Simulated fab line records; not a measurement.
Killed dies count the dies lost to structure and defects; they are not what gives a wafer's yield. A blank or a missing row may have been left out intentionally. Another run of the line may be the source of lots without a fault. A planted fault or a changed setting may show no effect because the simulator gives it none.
Which tool was responsible?	flow rit-cmos	45 wafers from 15 lots sampled at 4 of the route's 202 steps

WHAT EACH GAUGE READ, for each wafer
RIT_GATE_CD_MEAS_16 targets a cd of 150 nm. Usual: cd-nm 148.7 nm, standard deviation 2.7.
lot	measured	on	cd-nm (nm)	flag
L710	day 3 06:22	cd-sem-02	141.7 144.9 143.1	
L711	day 3 06:40	cd-sem-01	148.7 149.1 147.2	
L712	day 3 10:40	cd-sem-01	151.4 150.9 152.8	
L713	day 3 14:55	cd-sem-02	148.5 149.0 150.0	
L714	day 4 02:31	cd-sem-02	154.1 152.0 152.4	
L717	day 4 15:11	cd-sem-02	150.4 150.0 149.9	
L718	day 4 15:27	cd-sem-01	147.9 148.4 149.2	
L719	day 4 22:52	cd-sem-01	144.2 146.6 145.0	
L720	day 5 01:40	cd-sem-02	145.3 143.9 143.9	
L721	day 5 08:49	cd-sem-01	148.4 151.1 148.3	
L723	day 5 15:04	cd-sem-01	145.3 144.5 147.5	
L724	day 5 20:04	cd-sem-02	149.1 148.7 148.5	
L725	day 6 03:34	cd-sem-02	146.6 145.9 147.7	
L727	day 6 12:02	cd-sem-01	148.6 151.2 146.8	
L730	day 7 04:08	cd-sem-02	151.7 150.7 153.0	

RIT_SDANNEAL_RS_MEAS_07: the measuring method here is four-point-probe. Usual: NLDD_RS gives 149.1 ohm/sq (standard deviation 0.72).
lot	measured	on	NLDD_RS (ohm/sq)	flag
L710	day 3 22:28	film-metro-04	148.4 148.8 147.6	
L711	day 3 22:07	film-metro-03	149.4 149.8 150.2	
L712	day 3 23:49	film-metro-03	148.5 148.4 148.4	
L713	day 4 04:16	film-metro-02	149.3 150.1 149.9	
L714	day 4 16:21	film-metro-02	149.1 148.9 148.9	
L717	day 5 03:56	film-metro-03	149.1 148.9 149.0	
L718	day 5 05:53	film-metro-03	149.8 149.5 149.6	
L719	day 5 12:52	film-metro-04	148.0 148.4 148.8	
L720	day 5 16:05	film-metro-02	150.1 150.4 150.4	
L721	day 5 21:51	film-metro-03	149.5 149.0 148.5	
L723	day 6 05:10	film-metro-04	148.0 148.0 148.1	
L724	day 6 10:02	film-metro-04	147.6 148.3 148.2	
L725	day 6 17:50	film-metro-02	149.4 149.9 149.9	
L727	day 7 01:38	film-metro-02	149.3 149.7 149.4	
L730	day 7 17:13	film-metro-02	149.3 149.1 149.1	

RIT_M1_CD_MEAS_90 targets a cd of 2600 nm. Usual: cd-nm 2599.9 nm, standard deviation 2.9.
lot	measured	on	cd-nm (nm)	flag
L710	day 4 03:55	cd-sem-02	2600.9 2601.1 2603.2	
L711	day 4 03:38	cd-sem-02	2599.8 2595.8 2598.4	
L712	day 4 05:16	cd-sem-01	2598.3 2598.6 2600.5	
L713	day 4 09:40	cd-sem-01	2601.6 2600.5 2602.9	
L714	day 4 21:50	cd-sem-02	2601.9 2600.9 2599.5	
L717	day 5 09:14	cd-sem-02	2597.2 2598.6 2601.0	
L718	day 5 11:04	cd-sem-01	2599.3 2602.8 2600.1	
L719	day 5 18:23	cd-sem-02	2598.4 2597.9 2599.5	
L720	day 5 21:49	cd-sem-01	2603.7 2603.2 2600.4	
L721	day 6 03:31	cd-sem-01	2599.1 2603.2 2601.1	
L723	day 6 10:37	cd-sem-01	2601.1 2600.5 2604.1	
L724	day 6 15:28	cd-sem-01	2602.6 2598.4 2605.2	
L725	day 6 23:29	cd-sem-01	2594.1 2593.6 2596.0	
L727	day 7 06:54	cd-sem-02	2600.6 2600.7 2597.7	
L730	day 7 22:36	cd-sem-02	2599.1 2599.0 2599.4	

TOOL THAT RAN EACH LOT (tool first, then ch and the chambers of the sampled wafers, then the start)
lot	RIT_GATE_ETCH_19
L710	rie-si-02 ch 0,1,3, day 3 06:40
L711	rie-si-01 ch 1,2,3, day 3 06:57
L712	rie-si-02 ch 0,1, day 3 11:01
L713	rie-si-01 ch 0,1,2, day 3 15:11
L714	rie-si-02 ch 0,2,3, day 4 02:49
L717	rie-si-01 ch 0,1, day 4 15:29
L718	rie-si-02 ch 0,3, day 4 15:43
L719	rie-si-01 ch 0,1,2, day 4 23:10
L720	rie-si-02 ch 0,1,2, day 5 02:04
L721	rie-si-01 ch 0,2,3, day 5 09:05
L723	rie-si-01 ch 2,3, day 5 15:21
L724	rie-si-02 ch 0,1,2, day 5 20:26
L725	rie-si-01 ch 1,2,3, day 6 03:52
L727	rie-si-01 ch 0,1,2, day 6 12:20
L730	rie-si-02 ch 0,3, day 7 04:26
- RIT_GATE_ETCH_19: etches poly-Si in SF6/CHF3/O2, stops on SiO2, time 165 s, target depth 312.5 nm.

WHAT THE TOOLS THEMSELVES READ (means of the sampled wafers that have a number; where no wafer has one, the mark that the record gives instead)
RIT_GATE_ETCH_19. Usual: SF6_flow_sccm 30.00 sccm, standard deviation 0.099; drypump-motor-current-A 5.9 A, standard deviation 0.37; oes-product-au 0.845 a.u., standard deviation 0.015; throttle-valve-pct 10.37 %, standard deviation 0.11.
lot	tool	SF6_flow_sccm (sccm)	drypump-motor-current-A (A)	oes-product-au (a.u.)	throttle-valve-pct (%)	flag
L710	rie-si-02	30.00	5.9	0.850	10.29	
L711	rie-si-01	29.99	5.6	0.837	10.47	
L712	rie-si-02	29.99	5.8	0.864	10.31	
L713	rie-si-01	30.05	5.9	0.852	10.42	
L714	rie-si-02	30.01	6.0	0.836	10.34	
L717	rie-si-01	29.90	5.9	0.862	10.38	
L718	rie-si-02	30.01	5.8	0.835	10.28	
L719	rie-si-01	30.06	5.9	0.845	10.41	
L720	rie-si-02	30.02	6.1	0.843	10.35	
L721	rie-si-01	30.02	5.7	0.840	10.39	
L723	rie-si-01	29.99	5.6	0.839	10.49	
L724	rie-si-02	29.97	6.1	0.851	10.35	
L725	rie-si-01	29.96	5.6	0.845	10.48	
L727	rie-si-01	30.08	5.9	0.849	10.43	
L730	rie-si-02	29.84	5.8	0.854	10.31	

THE ANSWER, worked out from the rows above alone
Rule: take the mean of a lot's wafers that have a number; if it is more than 3 standard deviations from the usual mean, the lot is off. Also off: a lot with no number at a reading for which 4 or more lots have one. Where the step has rows for the other lots, those lots are counted as sound. First the gauges in route order, then the tools' own readings, where a lot's mean is used as printed above. The first step at which some lot is off is used, and at that step the reading that is off furthest; a lot without a number counts as furthest.
Nothing can be told from this: no lot is off at any reading shown.

WHAT WAS PUT IN BY THE SIMULATOR
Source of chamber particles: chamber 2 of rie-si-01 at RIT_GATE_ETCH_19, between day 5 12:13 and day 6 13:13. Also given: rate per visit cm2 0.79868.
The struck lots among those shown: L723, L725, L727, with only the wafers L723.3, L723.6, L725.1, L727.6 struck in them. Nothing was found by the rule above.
